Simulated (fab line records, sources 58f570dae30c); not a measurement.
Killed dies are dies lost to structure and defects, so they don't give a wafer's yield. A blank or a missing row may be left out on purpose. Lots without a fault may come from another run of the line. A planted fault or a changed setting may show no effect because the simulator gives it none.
fab line records | flow berkeley_cmos170 | part 1 of 2: steps 1 to 25 of 35
record lots=5 wafers=15 last_day=13
route steps=331 shown GATE@143 PLDD@145 NLDD@158 SPACER@171 PSD@175
lots that met no fault: from a run of the same line without faults
start_h: hours from the record's first day to the start of the lot's first wafer shown | wait_h: hours since the lot's step before | " the same as in the row above | L1.1+2: a row that stands for several wafers | - no value, or no start given | * or withheld: withheld | < > ~ a bound
route shown NAME@n: a module of which the file shows steps, and the number in the route of the first | usual: mean/standard deviation of fault-free wafers | same: alike in all rows | chamber/n: place in a boat | sites: the reading at each site | _std_site: their standard deviation | _edge_site: outer sites' mean less inner sites' | radius_mm: how far each site lies from the wafer's centre | mask NAME#n: copy n | behind: the tool/chamber that last shaped the wafer | hold: why the lot was held/for how many hours/how that ended | device: the transistor (n, p or np) that didn't switch | end of line: the same wafers' tests at the end of the route | a step without rows: its recipe alone | killed: dies lost to structure and defects at the first sort, not the wafer's yield | map: a wafer's dies, x killed, . not, _ none there
set.NAME: the setting as run; set.NAME@STEP: as run at that earlier step | model.NAME: the simulator's own value behind a step, which no gauge read
lots at some steps of the route; a table a step, a row a wafer
services: from which hour (start_h, from the record's first day; less than 0 if before it) a tool's chamber was out of use, for how many hours, and why
## steps
# step UCB170_GATE_CD_MEAS_90
# recipe target_cd_nm=350
# usual cd_nm=350.4/1.6
# columns lot.wafer tool chamber start_h wait_h cd_nm
L074.1 cd_sem-01 - 144.34 0.2 349.9
L074.4 " - " " 351.1
L074.6 " - " " 350.8
L075.1 cd_sem-02 - 164.30 0.1 352.0
L075.3 " - " " 350.9
L075.4 " - " " 350.6
L076.1 cd_sem-01 - 164.58 0.1 349.1
L076.4 " - " " 347.3
L076.6 " - " " 348.5
L085.1 cd_sem-01 - 215.05 0.1 349.4
L085.5 " - " " 350.3
L085.6 " - " " 351.1
L096.1 cd_sem-01 - 264.72 0.1 349.0
L096.4 " - " " 351.0
L096.5 " - " " 349.6
# step UCB170_GATE_CLEAN_17
# recipe chemistry=SPM temp_c=120 time_s=600
# usual bath_heat_duty_pct=13.1/1.7
# columns lot.wafer tool chamber start_h wait_h bath_heat_duty_pct
L074.1 wet_bench-03 1 144.60 0.2 11.3
L074.4 " 1 " " 11.5
L074.6 " 1 " " 13.1
L075.1 wet_bench-02 3 164.46 0.1 14.0
L075.3 " 3 " " 15.6
L075.4 " 3 " " 14.9
L076.1 wet_bench-03 0 164.71 0.1 12.2
L076.4 " 0 " " 12.5
L076.6 " 0 " " 11.2
L085.1 wet_bench-03 0 215.22 0.2 12.6
L085.5 " 0 " " 12.3
L085.6 " 0 " " 12.6
L096.1 wet_bench-03 3 264.84 0.1 14.9
L096.4 " 3 " " 16.0
L096.5 " 3 " " 15.6
# step UCB170_PLDD_HMDS_00
# recipe prime_time_s=60 prime_temp_c=100
# usual chill_plate_temp_C=22.97/0.11
# columns lot.wafer tool chamber start_h wait_h chill_plate_temp_C
L074.1 litho_track-03 0 145.88 1.1 22.71
L074.4 " 0 " " 22.90
L074.6 " 0 " " 22.86
L075.1 litho_track-01 0 164.64 0.0 22.93
L075.3 " 0 " " 22.93
L075.4 " 0 " " 23.07
L076.1 litho_track-01 0 165.09 0.2 22.94
L076.4 " 0 " " 22.97
L076.6 " 0 " " 22.95
L085.1 litho_track-03 0 215.50 0.1 23.04
L085.5 " 0 " " 23.07
L085.6 " 0 " " 22.97
L096.1 litho_track-01 0 265.01 0.0 22.96
L096.4 " 0 " " 22.82
L096.5 " 0 " " 23.10
# step UCB170_PLDD_COAT_01
# recipe resist=KrF spin_rpm=1500 resist_thk_nm=900
# usual chill_plate_temp_C=23.01/0.099
# columns lot.wafer tool chamber start_h wait_h chill_plate_temp_C
L074.1 litho_track-03 0 146.03 0.1 22.99
L074.4 " 0 " " 22.93
L074.6 " 0 " " 23.05
L075.1 litho_track-01 0 164.79 0.1 23.18
L075.3 " 0 " " 23.06
L075.4 " 0 " " 23.09
L076.1 litho_track-01 0 165.24 0.1 23.08
L076.4 " 0 " " 23.07
L076.6 " 0 " " 22.90
L085.1 litho_track-03 0 215.65 0.1 22.98
L085.5 " 0 " " 23.10
L085.6 " 0 " " 22.88
L096.1 litho_track-01 0 265.16 0.1 23.11
L096.4 " 0 " " 23.02
L096.5 " 0 " " 22.98
# step UCB170_PLDD_SOFTBAKE_02
# recipe resist=KrF temp_c=130 time_s=60
# usual chill_plate_temp_C=23.00/0.11
# columns lot.wafer tool chamber start_h wait_h chill_plate_temp_C
L074.1 litho_track-03 0 146.18 0.1 22.77
L074.4 " 0 " " 22.81
L074.6 " 0 " " 22.66
L075.1 litho_track-01 0 164.94 0.1 22.93
L075.3 " 0 " " 23.09
L075.4 " 0 " " 23.00
L076.1 litho_track-01 0 165.39 0.1 22.98
L076.4 " 0 " " 22.91
L076.6 " 0 " " 23.01
L085.1 litho_track-03 0 215.80 0.1 23.01
L085.5 " 0 " " 23.19
L085.6 " 0 " " 23.04
L096.1 litho_track-01 0 265.31 0.1 23.00
L096.4 " 0 " " 23.18
L096.5 " 0 " " 23.04
# step UCB170_PLDD_EXPOSE_03
# recipe mask_id=PSELECT na=0.5 sigma_outer=0.6 source_shape=conventional target_cd_nm=1200 dose_mj=30
# usual exposure_dose_mJ_cm2=30.14/0.21
# columns lot.wafer tool chamber start_h wait_h mask exposure_dose_mJ_cm2
L074.1 krf_scanner-02 0 - - PSELECT#0 29.96
L074.4 " 0 " " PSELECT#0 29.98
L074.6 " 0 " " PSELECT#0 30.02
L075.1 krf_scanner-02 0 165.09 0.1 PSELECT#0 30.02
L075.3 " 0 " " PSELECT#0 29.99
L075.4 " 0 " " PSELECT#0 30.00
L076.1 krf_scanner-02 0 165.54 0.1 PSELECT#0 29.98
L076.4 " 0 " " PSELECT#0 30.00
L076.6 " 0 " " PSELECT#0 29.96
L085.1 krf_scanner-02 0 216.24 0.4 PSELECT#0 30.00
L085.5 " 0 " " PSELECT#0 29.98
L085.6 " 0 " " PSELECT#0 30.00
L096.1 krf_scanner-01 0 265.60 0.3 PSELECT#0 30.41
L096.4 " 0 " " PSELECT#0 30.41
L096.5 " 0 " " PSELECT#0 30.42
# step UCB170_PLDD_PEB_04
# recipe peb_temp_c=130 peb_time_s=withheld resist=KrF
# usual chill_plate_temp_C=22.99/0.1
# columns lot.wafer tool chamber start_h wait_h chill_plate_temp_C
L074.1 litho_track-03 0 - - 23.09
L074.4 " 0 " " 23.17
L074.6 " 0 " " 23.09
L075.1 litho_track-03 0 165.20 0.1 22.77
L075.3 " 0 " " 22.87
L075.4 " 0 " " 22.89
L076.1 litho_track-01 0 165.65 0.1 23.02
L076.4 " 0 " " 23.00
L076.6 " 0 " " 23.02
L085.1 litho_track-04 0 216.90 0.6 22.92
L085.5 " 0 " " 22.89
L085.6 " 0 " " 22.86
L096.1 litho_track-01 0 265.72 0.1 22.96
L096.4 " 0 " " 23.01
L096.5 " 0 " " 22.78
# step UCB170_PLDD_DEVELOP_05
# recipe developer=TMAH develop_time_s=45 resist=KrF dev_temp_c=21
# usual chill_plate_temp_C=23.00/0.11
# columns lot.wafer tool chamber start_h wait_h chill_plate_temp_C
L074.1 litho_track-03 0 - - 22.93
L074.4 " 0 " " 23.01
L074.6 " 0 " " 22.84
L075.1 litho_track-03 0 - - 22.96
L075.3 " 0 " " 22.98
L075.4 " 0 " " 22.97
L076.1 litho_track-01 0 - - 23.09
L076.4 " 0 " " 23.17
L076.6 " 0 " " 23.00
L085.1 litho_track-04 0 - - 22.96
L085.5 " 0 " " 22.96
L085.6 " 0 " " 22.81
L096.1 litho_track-01 0 - - 23.18
L096.4 " 0 " " 23.10
L096.5 " 0 " " 22.93
# step UCB170_PLDD_CD_MEAS_06
# recipe target_cd_nm=1200
# usual cd_nm=1200.2/1.2
# columns lot.wafer tool chamber start_h wait_h cd_nm
L074.1 cd_sem-02 - 148.35 - 1202.5
L074.4 " - " " 1200.8
L074.6 " - " " 1201.7
L075.1 cd_sem-02 - 165.48 - 1201.0
L075.3 " - " " 1201.4
L075.4 " - " " 1202.2
L076.1 cd_sem-02 - 165.93 - 1200.7
L076.4 " - " " 1199.3
L076.6 " - " " 1200.9
L085.1 cd_sem-02 - 217.17 - 1200.3
L085.5 " - " " 1199.7
L085.6 " - " " 1199.9
L096.1 cd_sem-02 - 266.00 - 1198.9
L096.4 " - " " 1200.5
L096.5 " - " " 1199.0
# step UCB170_PLDD_OVL_MEAS_07
# usual PLDD_OVL=-1/5.8
# columns lot.wafer tool chamber start_h wait_h PLDD_OVL[nm]
L074.1 overlay-01 - 148.47 0.1 -13
L074.4 " - " " 0
L074.6 " - " " 1
L075.1 overlay-01 - 165.60 0.1 6
L075.3 " - " " 8
L075.4 " - " " 3
L076.1 overlay-01 - 166.05 0.1 2
L076.4 " - " " -6
L076.6 " - " " 1
L085.1 overlay-01 - 217.29 0.1 0
L085.5 " - " " 1
L085.6 " - " " -8
L096.1 overlay-02 - 266.12 0.1 -14
L096.4 " - " " -10
L096.5 " - " " -5
# step UCB170_PLDD_IMPLANT_08
# recipe species=BF2 dose_cm2=5e+13 energy_kev=10 tilt_deg=7 rotation_deg=0
# usual end_station_pressure_torr=5.15e-06/2.8e-07
# columns lot.wafer tool chamber start_h wait_h end_station_pressure_torr
L074.1 implanter-03 0 148.50 0.0 5.68e-06
L074.4 " 0 " " 5.1e-06
L074.6 " 0 " " 5.2e-06
L075.1 implanter-01 0 165.63 0.0 5.13e-06
L075.3 " 0 " " 5.52e-06
L075.4 " 0 " " 4.64e-06
L076.1 implanter-03 0 166.08 0.0 5.07e-06
L076.4 " 0 " " 5.3e-06
L076.6 " 0 " " 5.12e-06
L085.1 implanter-04 0 217.33 0.0 4.78e-06
L085.5 " 0 " " 5.43e-06
L085.6 " 0 " " 5.27e-06
L096.1 implanter-01 0 266.15 0.0 5.5e-06
L096.4 " 0 " " 5.3e-06
L096.5 " 0 " " 4.91e-06
# step UCB170_PLDD_IMPLANT_09
# recipe species=BF2 dose_cm2=5e+13 energy_kev=10 tilt_deg=7 rotation_deg=180
# usual end_station_pressure_torr=5.12e-06/2.9e-07
# columns lot.wafer tool chamber start_h wait_h end_station_pressure_torr
L074.1 implanter-03 0 148.65 0.1 5.44e-06
L074.4 " 0 " " 5.12e-06
L074.6 " 0 " " 5.54e-06
L075.1 implanter-01 0 165.78 0.1 5.21e-06
L075.3 " 0 " " 5.1e-06
L075.4 " 0 " " 5e-06
L076.1 implanter-03 0 166.23 0.1 4.98e-06
L076.4 " 0 " " 4.83e-06
L076.6 " 0 " " 5.15e-06
L085.1 implanter-04 0 217.48 0.1 5.3e-06
L085.5 " 0 " " 4.99e-06
L085.6 " 0 " " 5.25e-06
L096.1 implanter-01 0 266.30 0.1 5.36e-06
L096.4 " 0 " " 5.05e-06
L096.5 " 0 " " 5.26e-06
# step UCB170_PLDD_STRIP_10
# recipe chemistry=O2 power_w=400 pressure_mtorr=3500 platen_temp_c=withheld o2_flow_sccm=400 overash_fraction=0.5
# usual drypump_motor_current_A=5.9/0.44 oes_product_au=0.735/0.005 strip_time_to_endpoint_s=21.61/0.053
# columns lot.wafer tool chamber start_h wait_h drypump_motor_current_A oes_product_au rf_hours_counter_h strip_time_to_endpoint_s
L074.1 plasma_asher-04 0 148.80 0.1 5.8 0.727 40 21.68
L074.4 " 1 " " 5.7 0.732 - 21.61
L074.6 " 0 " " 5.8 0.738 - 21.63
L075.1 plasma_asher-01 1 165.93 0.1 6.4 0.743 39 21.51
L075.3 " 0 " " 5.3 0.728 - 21.57
L075.4 " 1 " " 6.4 0.733 - 21.56
L076.1 plasma_asher-02 0 166.38 0.1 6.5 0.734 7 21.67
L076.4 " 0 " " 6.5 0.734 - 21.56
L076.6 " 0 " " 6.5 0.738 - 21.59
L085.1 plasma_asher-01 0 217.63 0.1 5.3 0.740 45 21.70
L085.5 " 1 " " 6.5 0.741 - 21.61
L085.6 " 0 " " 5.3 0.730 - 21.62
L096.1 plasma_asher-02 0 266.45 0.1 6.4 0.727 18 21.66
L096.4 " 0 " " 6.5 0.726 - 21.71
L096.5 " 1 " " 5.8 0.736 - 21.61
# step UCB170_PLDD_TW_MEAS_11
# usual PLDD_TW=1005/13
# columns lot.wafer tool chamber start_h wait_h PLDD_TW
L074.1 film_metro-04 - 148.90 0.1 1022
L074.4 " - " " 1028
L074.6 " - " " 1030
L075.1 film_metro-03 - 166.03 0.1 1001
L075.3 " - " " 997
L075.4 " - " " 1004
L076.1 film_metro-03 - 166.48 0.1 1004
L076.4 " - " " 1001
L076.6 " - " " 1003
L085.1 film_metro-03 - 217.73 0.1 995
L085.5 " - " " 999
L085.6 " - " " 990
L096.1 film_metro-02 - 266.55 0.1 1008
L096.4 " - " " 1011
L096.5 " - " " 1004
# step UCB170_PLDD_CLEAN_12
# recipe chemistry=SPM temp_c=120 time_s=600
# usual bath_heat_duty_pct=13.4/2
# columns lot.wafer tool chamber start_h wait_h bath_heat_duty_pct
L074.1 wet_bench-01 2 148.96 0.1 17.1
L074.4 " 2 " " 17.3
L074.6 " 2 " " 15.7
L075.1 wet_bench-03 1 166.09 0.1 11.0
L075.3 " 1 " " 11.5
L075.4 " 1 " " 12.5
L076.1 wet_bench-03 2 166.54 0.1 13.0
L076.4 " 2 " " 12.7
L076.6 " 2 " " 13.4
L085.1 wet_bench-03 1 217.79 0.1 12.6
L085.5 " 1 " " 10.6
L085.6 " 1 " " 11.8
L096.1 wet_bench-03 0 266.61 0.1 12.1
L096.4 " 0 " " 12.8
L096.5 " 0 " " 12.2
# step UCB170_NLDD_HMDS_00
# recipe prime_time_s=60 prime_temp_c=100
# usual chill_plate_temp_C=22.99/0.1
# columns lot.wafer tool chamber start_h wait_h chill_plate_temp_C
L074.1 litho_track-02 0 150.51 1.4 23.00
L074.4 " 0 " " 22.95
L074.6 " 0 " " 23.01
L075.1 litho_track-01 0 166.29 0.0 23.11
L075.3 " 0 " " 22.95
L075.4 " 0 " " 22.90
L076.1 litho_track-02 0 166.74 0.0 23.09
L076.4 " 0 " " 23.09
L076.6 " 0 " " 23.14
L085.1 litho_track-01 0 218.50 0.5 22.87
L085.5 " 0 " " 23.11
L085.6 " 0 " " 23.00
L096.1 litho_track-01 0 266.79 0.0 22.90
L096.4 " 0 " " 22.97
L096.5 " 0 " " 22.85
# step UCB170_NLDD_COAT_01
# recipe resist=KrF spin_rpm=1500 resist_thk_nm=900
# usual chill_plate_temp_C=23.01/0.1
# columns lot.wafer tool chamber start_h wait_h chill_plate_temp_C
L074.1 litho_track-02 0 150.66 0.1 23.20
L074.4 " 0 " " 23.05
L074.6 " 0 " " 23.11
L075.1 litho_track-01 0 166.44 0.1 22.89
L075.3 " 0 " " 23.17
L075.4 " 0 " " 22.85
L076.1 litho_track-02 0 166.89 0.1 23.09
L076.4 " 0 " " 23.09
L076.6 " 0 " " 23.14
L085.1 litho_track-01 0 218.65 0.1 22.98
L085.5 " 0 " " 22.89
L085.6 " 0 " " 22.96
L096.1 litho_track-01 0 266.94 0.1 22.88
L096.4 " 0 " " 23.05
L096.5 " 0 " " 22.97
# step UCB170_NLDD_SOFTBAKE_02
# recipe resist=KrF temp_c=130 time_s=60
# usual chill_plate_temp_C=23.02/0.095
# columns lot.wafer tool chamber start_h wait_h chill_plate_temp_C
L074.1 litho_track-02 0 150.81 0.1 23.08
L074.4 " 0 " " 23.04
L074.6 " 0 " " 22.95
L075.1 litho_track-01 0 166.59 0.1 22.93
L075.3 " 0 " " 22.99
L075.4 " 0 " " 23.08
L076.1 litho_track-02 0 167.04 0.1 22.92
L076.4 " 0 " " 23.01
L076.6 " 0 " " 23.11
L085.1 litho_track-01 0 218.80 0.1 22.94
L085.5 " 0 " " 23.17
L085.6 " 0 " " 22.94
L096.1 litho_track-01 0 267.09 0.1 22.93
L096.4 " 0 " " 22.94
L096.5 " 0 " " 23.13
# step UCB170_NLDD_EXPOSE_03
# recipe mask_id=NSELECT na=0.5 sigma_outer=0.6 source_shape=conventional target_cd_nm=1200 dose_mj=30
# usual exposure_dose_mJ_cm2=30.31/0.2
# columns lot.wafer tool chamber start_h wait_h mask exposure_dose_mJ_cm2
L074.1 krf_scanner-01 0 - - NSELECT#0 30.44
L074.4 " 0 " " NSELECT#0 30.45
L074.6 " 0 " " NSELECT#0 30.45
L075.1 krf_scanner-01 0 166.74 0.1 NSELECT#0 30.45
L075.3 " 0 " " NSELECT#0 30.44
L075.4 " 0 " " NSELECT#0 30.49
L076.1 krf_scanner-01 0 167.19 0.1 NSELECT#0 30.44
L076.4 " 0 " " NSELECT#0 30.43
L076.6 " 0 " " NSELECT#0 30.42
L085.1 krf_scanner-01 0 219.08 0.2 NSELECT#0 30.44
L085.5 " 0 " " NSELECT#0 30.43
L085.6 " 0 " " NSELECT#0 30.44
L096.1 krf_scanner-01 0 267.36 0.2 NSELECT#0 30.46
L096.4 " 0 " " NSELECT#0 30.41
L096.5 " 0 " " NSELECT#0 30.40
# step UCB170_NLDD_PEB_04
# recipe peb_temp_c=130 peb_time_s=withheld resist=KrF
# usual chill_plate_temp_C=23.02/0.088
# columns lot.wafer tool chamber start_h wait_h chill_plate_temp_C
L074.1 litho_track-01 0 - - 22.98
L074.4 " 0 " " 22.92
L074.6 " 0 " " 22.97
L075.1 litho_track-01 0 166.85 0.1 22.92
L075.3 " 0 " " 23.06
L075.4 " 0 " " 23.08
L076.1 litho_track-04 0 167.30 0.1 22.98
L076.4 " 0 " " 22.95
L076.6 " 0 " " 22.96
L085.1 litho_track-04 0 219.45 0.3 23.04
L085.5 " 0 " " 23.02
L085.6 " 0 " " 22.99
L096.1 litho_track-01 0 267.69 0.3 23.21
L096.4 " 0 " " 23.07
L096.5 " 0 " " 23.01
# step UCB170_NLDD_DEVELOP_05
# recipe developer=TMAH develop_time_s=45 resist=KrF dev_temp_c=21
# usual chill_plate_temp_C=22.96/0.1
# columns lot.wafer tool chamber start_h wait_h chill_plate_temp_C
L074.1 litho_track-01 0 - - 23.04
L074.4 " 0 " " 22.92
L074.6 " 0 " " 22.87
L075.1 litho_track-01 0 - - 23.03
L075.3 " 0 " " 22.86
L075.4 " 0 " " 22.92
L076.1 litho_track-04 0 - - 23.02
L076.4 " 0 " " 22.88
L076.6 " 0 " " 22.92
L085.1 litho_track-04 0 - - 22.91
L085.5 " 0 " " 22.80
L085.6 " 0 " " 22.95
L096.1 litho_track-01 0 - - 22.94
L096.4 " 0 " " 22.96
L096.5 " 0 " " 22.95
# step UCB170_NLDD_CD_MEAS_06
# recipe target_cd_nm=1200
# usual cd_nm=1200.0/1.3
# columns lot.wafer tool chamber start_h wait_h cd_nm
L074.1 cd_sem-02 - 153.43 - 1199.2
L074.4 " - " " 1200.0
L074.6 " - " " 1198.8
L075.1 cd_sem-02 - 167.13 - 1201.0
L075.3 " - " " 1202.1
L075.4 " - " " 1201.4
L076.1 cd_sem-01 - 167.58 - 1202.0
L076.4 " - " " 1203.1
L076.6 " - " " 1202.5
L085.1 cd_sem-02 - 219.72 - 1199.5
L085.5 " - " " 1197.7
L085.6 " - " " 1197.9
L096.1 cd_sem-02 - 267.96 - 1201.6
L096.4 " - " " 1201.5
L096.5 " - " " 1200.4
# step UCB170_NLDD_OVL_MEAS_07
# usual NLDD_OVL=-1/6.7
# columns lot.wafer tool chamber start_h wait_h NLDD_OVL[nm]
L074.1 overlay-02 - 153.55 0.1 0
L074.4 " - " " 1
L074.6 " - " " 1
L075.1 overlay-01 - 167.25 0.1 -5
L075.3 " - " " -13
L075.4 " - " " 7
L076.1 overlay-02 - 167.70 0.1 -9
L076.4 " - " " 4
L076.6 " - " " 4
L085.1 overlay-01 - 219.84 0.1 8
L085.5 " - " " 9
L085.6 " - " " 2
L096.1 overlay-02 - 268.08 0.1 3
L096.4 " - " " -3
L096.5 " - " " 6
# step UCB170_NLDD_IMPLANT_08
# recipe species=As dose_cm2=5e+13 energy_kev=30 tilt_deg=7 rotation_deg=0
# usual end_station_pressure_torr=5.1e-06/2.6e-07
# columns lot.wafer tool chamber start_h wait_h end_station_pressure_torr
L074.1 implanter-03 0 153.58 0.0 4.94e-06
L074.4 " 0 " " 5.07e-06
L074.6 " 0 " " 5.2e-06
L075.1 implanter-02 0 167.28 0.0 4.83e-06
L075.3 " 0 " " 5.04e-06
L075.4 " 0 " " 4.95e-06
L076.1 implanter-04 0 167.73 0.0 5.41e-06
L076.4 " 0 " " 4.59e-06
L076.6 " 0 " " 4.87e-06
L085.1 implanter-02 0 219.88 0.0 5.07e-06
L085.5 " 0 " " 4.76e-06
L085.6 " 0 " " 5.41e-06
L096.1 implanter-02 0 268.12 0.0 5.32e-06
L096.4 " 0 " " 4.95e-06
L096.5 " 0 " " 4.8e-06
# step UCB170_NLDD_IMPLANT_09
# recipe species=As dose_cm2=5e+13 energy_kev=30 tilt_deg=7 rotation_deg=180
# usual end_station_pressure_torr=5.1e-06/2.5e-07
# columns lot.wafer tool chamber start_h wait_h end_station_pressure_torr
L074.1 implanter-03 0 153.73 0.1 4.79e-06
L074.4 " 0 " " 5.03e-06
L074.6 " 0 " " 4.59e-06
L075.1 implanter-02 0 167.43 0.1 5.1e-06
L075.3 " 0 " " 5.36e-06
L075.4 " 0 " " 5.22e-06
L076.1 implanter-04 0 167.88 0.1 5.61e-06
L076.4 " 0 " " 4.81e-06
L076.6 " 0 " " 5.27e-06
L085.1 implanter-02 0 220.03 0.1 5.26e-06
L085.5 " 0 " " 4.78e-06
L085.6 " 0 " " 5.33e-06
L096.1 implanter-02 0 268.27 0.1 4.52e-06
L096.4 " 0 " " 5.13e-06
L096.5 " 0 " " 5.34e-06
